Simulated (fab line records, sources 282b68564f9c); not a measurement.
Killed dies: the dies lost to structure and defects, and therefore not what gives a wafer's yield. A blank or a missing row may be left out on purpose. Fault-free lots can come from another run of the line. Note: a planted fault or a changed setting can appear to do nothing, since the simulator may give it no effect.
Shared-tool check || flow rit-cmos || 15 lots, 54 wafers sampled

WHY THIS WAS OPENED
3 of 15 lots carry a flag on the reading PSD_TW at RIT_PSD_TW_MEAS_10. Fault-free wafers read 3408, with a standard deviation of 28.
Rule: a lot is flagged when every wafer of it that has a number lies more than 4 standard deviations from that mean, or none has a number. As for the other lots, they are considered sound.

{"lot": "L593", "measured": "day 3 01:54", "on": "film-metro-03", "PSD_TW, wafer by wafer": "3409 3416 3394", "flag": ""}
{"lot": "L594", "measured": "day 3 10:55", "on": "film-metro-02", "PSD_TW, wafer by wafer": "3431 3435 3420", "flag": ""}
{"lot": "L595", "measured": "day 3 15:35", "on": "film-metro-01", "PSD_TW, wafer by wafer": "3360 3342 3346", "flag": ""}
{"lot": "L599", "measured": "day 4 11:34", "on": "film-metro-02", "PSD_TW, wafer by wafer": "3434 3451 3439", "flag": ""}
{"lot": "L600", "measured": "day 4 13:33", "on": "film-metro-01", "PSD_TW, wafer by wafer": "30 30 30 30 30 30", "flag": "FLAGGED"}
{"lot": "L601", "measured": "day 4 18:38", "on": "film-metro-01", "PSD_TW, wafer by wafer": "30 30 30 30 30 30", "flag": "FLAGGED"}
{"lot": "L602", "measured": "day 4 23:37", "on": "film-metro-03", "PSD_TW, wafer by wafer": "30 30 30 30 30 30", "flag": "FLAGGED"}
{"lot": "L605", "measured": "day 5 13:50", "on": "film-metro-03", "PSD_TW, wafer by wafer": "3402 3402 3406", "flag": ""}
{"lot": "L606", "measured": "day 5 19:10", "on": "film-metro-02", "PSD_TW, wafer by wafer": "3400 3421 3401", "flag": ""}
{"lot": "L607", "measured": "day 6 00:07", "on": "film-metro-02", "PSD_TW, wafer by wafer": "3431 3434 3404", "flag": ""}
{"lot": "L608", "measured": "day 6 05:11", "on": "film-metro-03", "PSD_TW, wafer by wafer": "3455 3450 3450", "flag": ""}
{"lot": "L609", "measured": "day 6 10:47", "on": "film-metro-01", "PSD_TW, wafer by wafer": "3388 3379 3391", "flag": ""}
{"lot": "L610", "measured": "day 6 13:58", "on": "film-metro-02", "PSD_TW, wafer by wafer": "3413 3427 3418", "flag": ""}
{"lot": "L611", "measured": "day 6 18:29", "on": "film-metro-02", "PSD_TW, wafer by wafer": "3429 3432 3415", "flag": ""}
{"lot": "L612", "measured": "day 7 01:34", "on": "film-metro-03", "PSD_TW, wafer by wafer": "3421 3425 3426", "flag": ""}
Flagged lots average 30: -3378 relative to the usual, that is -99 or more standard deviations.

TOOL THAT RAN EACH LOT
The record holds 2 process steps before the reading, out of a route of 202 steps. Cell contents, in order: the tool; ch with the chambers the sampled wafers went through; the start.
{"lot": "L593", "flag": "", "RIT_NSD_SOFTBAKE_02": "litho-track-03 ch 0, day 2 23:19", "RIT_PSD_IMPLANT_08": "implanter-01 ch 0, day 3 01:34"}
{"lot": "L594", "flag": "", "RIT_NSD_SOFTBAKE_02": "litho-track-03 ch 0, day 3 08:19", "RIT_PSD_IMPLANT_08": "implanter-03 ch 0, day 3 10:37"}
{"lot": "L595", "flag": "", "RIT_NSD_SOFTBAKE_02": "litho-track-01 ch 0, day 3 13:00", "RIT_PSD_IMPLANT_08": "implanter-04 ch 0, day 3 15:18"}
{"lot": "L599", "flag": "", "RIT_NSD_SOFTBAKE_02": "litho-track-01 ch 0, day 4 08:53", "RIT_PSD_IMPLANT_08": "implanter-01 ch 0, day 4 11:14"}
{"lot": "L600", "flag": "FLAGGED", "RIT_NSD_SOFTBAKE_02": "litho-track-04 ch 0, day 4 11:04", "RIT_PSD_IMPLANT_08": "implanter-03, day 4 13:13"}
{"lot": "L601", "flag": "FLAGGED", "RIT_NSD_SOFTBAKE_02": "litho-track-03 ch 0, day 4 15:46", "RIT_PSD_IMPLANT_08": "implanter-04, day 4 18:18"}
{"lot": "L602", "flag": "FLAGGED", "RIT_NSD_SOFTBAKE_02": "litho-track-01 ch 0, day 4 20:53", "RIT_PSD_IMPLANT_08": "implanter-04, day 4 23:18"}
{"lot": "L605", "flag": "", "RIT_NSD_SOFTBAKE_02": "litho-track-04 ch 0, day 5 11:06", "RIT_PSD_IMPLANT_08": "implanter-03 ch 0, day 5 13:30"}
{"lot": "L606", "flag": "", "RIT_NSD_SOFTBAKE_02": "litho-track-01 ch 0, day 5 16:42", "RIT_PSD_IMPLANT_08": "implanter-04 ch 0, day 5 18:52"}
{"lot": "L607", "flag": "", "RIT_NSD_SOFTBAKE_02": "litho-track-04 ch 0, day 5 21:38", "RIT_PSD_IMPLANT_08": "implanter-01 ch 0, day 5 23:48"}
{"lot": "L608", "flag": "", "RIT_NSD_SOFTBAKE_02": "litho-track-03 ch 0, day 6 02:35", "RIT_PSD_IMPLANT_08": "implanter-01 ch 0, day 6 04:52"}
{"lot": "L609", "flag": "", "RIT_NSD_SOFTBAKE_02": "litho-track-03 ch 0, day 6 07:57", "RIT_PSD_IMPLANT_08": "implanter-03 ch 0, day 6 10:28"}
{"lot": "L610", "flag": "", "RIT_NSD_SOFTBAKE_02": "litho-track-03 ch 0, day 6 11:22", "RIT_PSD_IMPLANT_08": "implanter-04 ch 0, day 6 13:39"}
{"lot": "L611", "flag": "", "RIT_NSD_SOFTBAKE_02": "litho-track-04 ch 0, day 6 15:43", "RIT_PSD_IMPLANT_08": "implanter-01 ch 0, day 6 18:10"}
{"lot": "L612", "flag": "", "RIT_NSD_SOFTBAKE_02": "litho-track-04 ch 0, day 6 22:58", "RIT_PSD_IMPLANT_08": "implanter-04 ch 0, day 7 01:14"}
What is done by these steps:
- RIT_NSD_SOFTBAKE_02: time 60.96 s.
- RIT_PSD_IMPLANT_08
- RIT_PSD_TW_MEAS_10

FLAGGED OVER TOTAL, TOOL BY TOOL (the gauges that took the reading come last)
{"step": "RIT_NSD_SOFTBAKE_02", "tool": "litho-track-01", "lots run": 4, "flagged": 1, "share of the flagged lots": "some", "sound lots run after its first flagged lot": "1 (L606)"}
{"step": "RIT_NSD_SOFTBAKE_02", "tool": "litho-track-03", "lots run": 6, "flagged": 1, "share of the flagged lots": "some", "sound lots run after its first flagged lot": "3 (L608,L609,L610)"}
{"step": "RIT_NSD_SOFTBAKE_02", "tool": "litho-track-04", "lots run": 5, "flagged": 1, "share of the flagged lots": "some", "sound lots run after its first flagged lot": "4 (L605,L607,L611,L612)"}
{"step": "RIT_PSD_IMPLANT_08", "tool": "implanter-01", "lots run": 5, "flagged": 0, "share of the flagged lots": "none", "sound lots run after its first flagged lot": "-"}
{"step": "RIT_PSD_IMPLANT_08", "tool": "implanter-03", "lots run": 4, "flagged": 1, "share of the flagged lots": "some", "sound lots run after its first flagged lot": "2 (L605,L609)"}
{"step": "RIT_PSD_IMPLANT_08", "tool": "implanter-04", "lots run": 6, "flagged": 2, "share of the flagged lots": "some", "sound lots run after its first flagged lot": "3 (L606,L610,L612)"}
{"step": "RIT_PSD_TW_MEAS_10", "tool": "film-metro-01", "lots run": 4, "flagged": 2, "share of the flagged lots": "some", "sound lots run after its first flagged lot": "1 (L609)"}
{"step": "RIT_PSD_TW_MEAS_10", "tool": "film-metro-02", "lots run": 6, "flagged": 0, "share of the flagged lots": "none", "sound lots run after its first flagged lot": "-"}
{"step": "RIT_PSD_TW_MEAS_10", "tool": "film-metro-03", "lots run": 5, "flagged": 1, "share of the flagged lots": "some", "sound lots run after its first flagged lot": "3 (L605,L608,L612)"}

THE TABLE: WHAT IT ALLOWS
No row of the table ran every flagged lot.

WHAT THE SIMULATOR PUT IN
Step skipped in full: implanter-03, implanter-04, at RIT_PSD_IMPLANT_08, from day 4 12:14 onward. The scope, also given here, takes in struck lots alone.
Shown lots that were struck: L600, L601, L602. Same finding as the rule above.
